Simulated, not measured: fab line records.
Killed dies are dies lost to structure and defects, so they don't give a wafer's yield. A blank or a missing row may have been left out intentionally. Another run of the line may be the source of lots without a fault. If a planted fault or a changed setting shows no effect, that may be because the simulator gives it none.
fab line records / flow rit-cmos
record: lots: 13 wafers: 39 last-day: 8
route steps=202 shown ACTIVE@9 M1@202
lots that met no fault: from a run of the same line without faults
start-h: hours from the record's first day to the start of the lot's first wafer shown / wait-h: hours since the lot's step before / " unchanged from the row above / L1.1+2: several wafers, shown together as one row / - no value, or no start was given / * or withheld: withheld / < > ~ a bound
route shown NAME@n: NAME is a module with steps in the file, n the number in the route of the first one / usual: the fault-free wafers' mean and standard deviation / same: alike in all rows / chamber/n: place in a boat / sites: the reading at each site / _std_site: how widely they spread, as a standard deviation / _edge_site: the outer-site mean with the inner-site mean subtracted / radius-mm: for every site, how far away it sits from the centre of the wafer / mask NAME#n: copy n / behind: the tool/chamber that last shaped the wafer / hold: why the lot went on hold/how many hours it stayed there/how the hold came to an end / device: names the non-switching transistor (n, p or np) / end of line: tests run on the same wafers once the route is complete / for a step that has no rows: nothing shown but its recipe / killed: the dies lost at the first sort to structure and to defects; this is not the yield of the wafer / map: the dies of a wafer, with x for killed, . for not killed, _ for no die there
set.NAME: the setting the step ran with; set.NAME@STEP: the setting that earlier step ran with / model.NAME: the simulator's own value behind a step, which no gauge read
a sample of lots followed through the steps of the route, with each step as a table and each wafer as a row
services: from which hour (start-h, from the record's first day; less than 0 if before it) a tool's chamber was out of use, for how many hours, and why
== steps ==
step: RIT_ACTIVE_EXPOSE_08
recipe: mask-id: M1 na: 0.6 source-shape: conventional sigma-outer: 0.6 target-cd-nm: 1400 dose-mj: 225
lot.wafer=L251.1+4+6 tool=iline-stepper-01 chamber=0 start-h=14.35 wait-h=0.2 mask=M1#0
lot.wafer=L253.2+4+5 tool=iline-stepper-01 chamber=0 start-h=25.28 wait-h=0.1 mask=M1#0
lot.wafer=L255.1+4+5 tool=iline-stepper-02 chamber=0 start-h=34.08 wait-h=0.1 mask=M1_R1#0
lot.wafer=L256.1+3+6 tool=iline-stepper-01 chamber=0 start-h=40.76 wait-h=0.2 mask=M1#0
lot.wafer=L257.3+4+5 tool=iline-stepper-02 chamber=0 start-h=45.51 wait-h=0.2 mask=M1#0
lot.wafer=L261.3+4+6 tool=iline-stepper-02 chamber=0 start-h=64.57 wait-h=0.2 mask=M1#0
lot.wafer=L265.3+4+6 tool=iline-stepper-02 chamber=0 start-h=87.41 wait-h=0.1 mask=M1#0
lot.wafer=L266.1+2+3 tool=iline-stepper-02 chamber=0 start-h=89.88 wait-h=0.1 mask=M1#0
lot.wafer=L268.3+4+5 tool=iline-stepper-02 chamber=0 start-h=100.82 wait-h=0.2 mask=M1#0
lot.wafer=L269.2+3+6 tool=iline-stepper-01 chamber=0 start-h=104.18 wait-h=0.2 mask=M1#0
lot.wafer=L270.4+5+6 tool=iline-stepper-02 chamber=0 start-h=111.92 wait-h=0.2 mask=M1#0
lot.wafer=L272.3+4+6 tool=iline-stepper-01 chamber=0 start-h=121.56 wait-h=0.1 mask=M1#0
lot.wafer=L273.2+3+6 tool=iline-stepper-01 chamber=0 start-h=127.89 wait-h=0.1 mask=M1#0
step: RIT_ACTIVE_CD_MEAS_11
recipe: target-cd-nm: 1400
usual: cd-nm: 1400.3/2.2
lot.wafer=L251.1 tool=cd-sem-02 chamber=- start-h=14.75 wait-h=- cd-nm=1399.5
lot.wafer=L251.4 tool=cd-sem-02 chamber=- start-h=14.75 wait-h=- cd-nm=1399.5
lot.wafer=L251.6 tool=cd-sem-02 chamber=- start-h=14.75 wait-h=- cd-nm=1401.5
lot.wafer=L253.2 tool=cd-sem-01 chamber=- start-h=25.68 wait-h=- cd-nm=1402.9
lot.wafer=L253.4 tool=cd-sem-01 chamber=- start-h=25.68 wait-h=- cd-nm=1402.8
lot.wafer=L253.5 tool=cd-sem-01 chamber=- start-h=25.68 wait-h=- cd-nm=1403.0
lot.wafer=L255.1 tool=cd-sem-02 chamber=- start-h=34.48 wait-h=- cd-nm=1546.4
lot.wafer=L255.4 tool=cd-sem-02 chamber=- start-h=34.48 wait-h=- cd-nm=1548.9
lot.wafer=L255.5 tool=cd-sem-02 chamber=- start-h=34.48 wait-h=- cd-nm=1547.0
lot.wafer=L256.1 tool=cd-sem-01 chamber=- start-h=41.16 wait-h=- cd-nm=1397.9
lot.wafer=L256.3 tool=cd-sem-01 chamber=- start-h=41.16 wait-h=- cd-nm=1397.1
lot.wafer=L256.6 tool=cd-sem-01 chamber=- start-h=41.16 wait-h=- cd-nm=1400.4
lot.wafer=L257.3 tool=cd-sem-02 chamber=- start-h=45.92 wait-h=- cd-nm=1398.0
lot.wafer=L257.4 tool=cd-sem-02 chamber=- start-h=45.92 wait-h=- cd-nm=1400.2
lot.wafer=L257.5 tool=cd-sem-02 chamber=- start-h=45.92 wait-h=- cd-nm=1400.3
lot.wafer=L261.3 tool=cd-sem-01 chamber=- start-h=65.14 wait-h=- cd-nm=1399.0
lot.wafer=L261.4 tool=cd-sem-01 chamber=- start-h=65.14 wait-h=- cd-nm=1399.6
lot.wafer=L261.6 tool=cd-sem-01 chamber=- start-h=65.14 wait-h=- cd-nm=1400.2
lot.wafer=L265.3 tool=cd-sem-01 chamber=- start-h=87.81 wait-h=- cd-nm=1402.2
lot.wafer=L265.4 tool=cd-sem-01 chamber=- start-h=87.81 wait-h=- cd-nm=1402.6
lot.wafer=L265.6 tool=cd-sem-01 chamber=- start-h=87.81 wait-h=- cd-nm=1404.8
lot.wafer=L266.1 tool=cd-sem-01 chamber=- start-h=90.28 wait-h=- cd-nm=1402.0
lot.wafer=L266.2 tool=cd-sem-01 chamber=- start-h=90.28 wait-h=- cd-nm=1402.1
lot.wafer=L266.3 tool=cd-sem-01 chamber=- start-h=90.28 wait-h=- cd-nm=1403.0
lot.wafer=L268.3 tool=cd-sem-01 chamber=- start-h=101.22 wait-h=- cd-nm=1401.2
lot.wafer=L268.4 tool=cd-sem-01 chamber=- start-h=101.22 wait-h=- cd-nm=1399.4
lot.wafer=L268.5 tool=cd-sem-01 chamber=- start-h=101.22 wait-h=- cd-nm=1400.2
lot.wafer=L269.2 tool=cd-sem-01 chamber=- start-h=104.58 wait-h=- cd-nm=1401.2
lot.wafer=L269.3 tool=cd-sem-01 chamber=- start-h=104.58 wait-h=- cd-nm=1398.8
lot.wafer=L269.6 tool=cd-sem-01 chamber=- start-h=104.58 wait-h=- cd-nm=1401.9
lot.wafer=L270.4 tool=cd-sem-01 chamber=- start-h=112.32 wait-h=- cd-nm=1395.3
lot.wafer=L270.5 tool=cd-sem-01 chamber=- start-h=112.32 wait-h=- cd-nm=1399.1
lot.wafer=L270.6 tool=cd-sem-01 chamber=- start-h=112.32 wait-h=- cd-nm=1397.6
lot.wafer=L272.3 tool=cd-sem-01 chamber=- start-h=121.96 wait-h=- cd-nm=1397.4
lot.wafer=L272.4 tool=cd-sem-01 chamber=- start-h=121.96 wait-h=- cd-nm=1397.8
lot.wafer=L272.6 tool=cd-sem-01 chamber=- start-h=121.96 wait-h=- cd-nm=1396.2
lot.wafer=L273.2 tool=cd-sem-01 chamber=- start-h=128.29 wait-h=- cd-nm=1397.2
lot.wafer=L273.3 tool=cd-sem-01 chamber=- start-h=128.29 wait-h=- cd-nm=1398.3
lot.wafer=L273.6 tool=cd-sem-01 chamber=- start-h=128.29 wait-h=- cd-nm=1397.7
step: RIT_M1_PROBE_99
usual: killed-at-contacts: 0.0/0.22 killed-at-front-end: 6.6/2.7 killed-dies: 6.7/2.7 killed-on-rim: 1.7/1.4 killed-open: 3.4/2 killed-short: 3.2/1.8
same: gross-dies: 264 killed_at_M0_to_M3: 0 killed_at_M4_up: 0 killed-at-back-side: 0 killed-at-other: 0
lot.wafer=L255.1 tool=prober-02 chamber=- start-h=82.65 wait-h=0.1 killed-at-contacts=0 killed-at-front-end=14 killed-dies=14 killed-on-rim=4 killed-open=5 killed-short=7
lot.wafer=L255.4 tool=prober-02 chamber=- start-h=82.80 wait-h=0.2 killed-at-contacts=0 killed-at-front-end=7 killed-dies=7 killed-on-rim=3 killed-open=4 killed-short=0
lot.wafer=L255.5 tool=prober-02 chamber=- start-h=82.85 wait-h=0.2 killed-at-contacts=0 killed-at-front-end=9 killed-dies=9 killed-on-rim=3 killed-open=3 killed-short=3
killed by level:class
L255.1 GATE:geometric-particle:open=3 REOX:geometric-particle:short=3 FOX1:geometric-particle:short=2 FOX2:geometric-particle:open=2 ACTIVE:area-expose=2 FOX2:geometric-particle:short=1 SPACER:geometric-particle:short=1
L255.4 GATE:geometric-particle:open=3 ACTIVE:area-expose=3 FOX1:geometric-particle:open=1
L255.5 ACTIVE:area-expose=3 FOX1:geometric-particle:short=2 SILICIDE:geometric-particle:open=2 FOX2:geometric-particle:short=1 GATE:geometric-particle:open=1
== services ==
tool=iline-stepper-01 chamber=- start-h=-2.27 hours=1.7 kind=pm
tool=iline-stepper-02 chamber=0 start-h=14.90 hours=- kind=calibration
tool=iline-stepper-02 chamber=- start-h=47.79 hours=4.4 kind=pm
tool=iline-stepper-02 chamber=- start-h=115.35 hours=7.2 kind=repair
tool=iline-stepper-02 chamber=- start-h=122.57 hours=1.7 kind=pm
== key ==
first-sign: step: RIT_ACTIVE_EXPOSE_08 reading: mask direction: changed
effect: step: RIT_ACTIVE_CD_MEAS_11 reading: cd-nm direction: up sigmas: 68 usual: 1400.3 struck: 1547.5
met-at RIT_ACTIVE_EXPOSE_08
struck-lots L255
tester-left-out L255
fault: kind: wrong-mask tool: any chamber: - onset-h: 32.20 steps: RIT_ACTIVE_EXPOSE_08 aux-copy: M1_R1#0 cd-offset-nm: 150 scope: struck-lots-only
tester-left-out: of these lots the tester's yield and bins aren't shown, on N5 and GAA mostly nor the transistor test; their killed dies are dies lost to structure and defects alone, not to doping, threshold or leakage, so they don't give the yield
